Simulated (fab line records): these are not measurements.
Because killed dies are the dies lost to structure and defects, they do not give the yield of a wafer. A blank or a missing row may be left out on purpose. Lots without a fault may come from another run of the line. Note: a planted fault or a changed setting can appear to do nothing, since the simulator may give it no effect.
2 desks looking at one fault | flow rit cmos | only its own numbers are on each desk; what lay behind them is given at the end

## THE TOOL OWNER'S DESK: lpcvd-01
The tool's own readings at RIT_GATE_CVD_08 (deposits poly-Si from SiH4, target thk 250 nm, time 2220 s): means of the sampled wafers that have a number, for each lot that ran on this tool. The brackets show how far a lot's mean lies from the usual mean; more than 4 standard deviations puts the lot out of limits, marked OUT.
Columns: A = spike tc centre C at RIT_GATE_CVD_08, usual 612.2 C; B = spike tc load C at RIT_GATE_CVD_08, usual 630.6 C; C = spike tc source C at RIT_GATE_CVD_08, usual 628.5 C; D = susceptor temp C at RIT_GATE_CVD_08, usual 609.9 C
lot  | first seen here | A               | B                | C                | D
L254 | day 2 18:51     | 612.3           | 628.9            | 631.3            | 610.0
L255 | day 3 00:46     | 612.9           | 628.0            | 630.7            | 610.4
L256 | day 3 00:46     | 611.5           | 628.2            | 629.8            | 609.9
L257 | day 3 08:04     | 612.0           | 632.3            | 626.9            | 610.5
L258 | day 3 08:04     | 611.7           | 631.7            | 626.7            | 609.7
L259 | day 3 12:04     | 611.9           | 632.2            | 626.4            | 609.8
L260 | day 3 21:07     | 613.4           | 629.4            | 630.5            | 610.0
L261 | day 4 00:38     | 612.6           | 632.0            | 627.4            | 610.6
L262 | day 4 04:01     | 612.6           | 629.2            | 630.8            | 610.0
L263 | day 4 12:28     | 626.5 (+14) OUT | 646.5 (+8.8) OUT | 642.0 (+6.4) OUT | 624.6 (+46) OUT
L264 | day 4 16:31     | 626.7 (+14) OUT | 647.8 (+9.6) OUT | 641.3 (+6.1) OUT | 624.5 (+46) OUT
L277 | day 7 09:31     | 612.1           | 632.3            | 626.2            | 610.3
This desk's finding: out of limits on L263, L264; first on L263, day 4 12:28 (spike tc centre C at RIT_GATE_CVD_08). L254, L255, L256, L257, L258, L259, L260, L261, L262, L277: within limits.

## AT THE METROLOGY DESK
What the gauges read, lot by lot, whatever tool the lot ran on: means of the sampled wafers that have a number. The brackets show how far a lot's mean lies from the usual mean; more than 4 standard deviations puts the lot out of limits, marked OUT.
Columns: A = GATE_POLY_THK at RIT_GATE_THK_MEAS_09, usual 249.9 nm
lot  | first seen here | A
L254 | day 2 20:28     | 249.0
L255 | day 3 02:23     | 248.5
L256 | day 3 02:23     | 246.0
L258 | day 3 09:41     | 252.3
L257 | day 3 09:43     | 252.0
L259 | day 3 13:41     | 246.5
L260 | day 3 22:44     | 249.6
L261 | day 4 02:17     | 248.6
L262 | day 4 05:38     | 251.0
L263 | day 4 14:05     | 354.2 (+45) OUT
L264 | day 4 18:08     | 359.4 (+48) OUT
L270 | day 6 01:01     | 250.8
L273 | day 6 13:07     | 248.3
L277 | day 7 11:08     | 251.2
This desk finds L263, L264 out of limits, with the earliest case on L263 at day 4 14:05 (GATE_POLY_THK at RIT_GATE_THK_MEAS_09). L254, L255, L256, L258, L257, L259, L260, L261, L262, L270, L273, L277: within limits.

## PUT TOGETHER
An alarm could have come from the tool owner's desk at day 4 12:28, on L263, L264.
L263, L264 would have let the metrology desk raise an alarm at day 4 14:05.
On lpcvd-01, each named lot ran RIT_GATE_CVD_08.

## WHAT WAS PUT IN BY THE SIMULATOR
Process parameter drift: lpcvd-01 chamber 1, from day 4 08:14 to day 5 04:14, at RIT_GATE_CVD_08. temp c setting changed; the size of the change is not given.
Lots struck among those shown: L263, L264.
Hours from the fault's start to each desk's first reading out of limits: the tool owner's desk, 4; the metrology desk, 6.
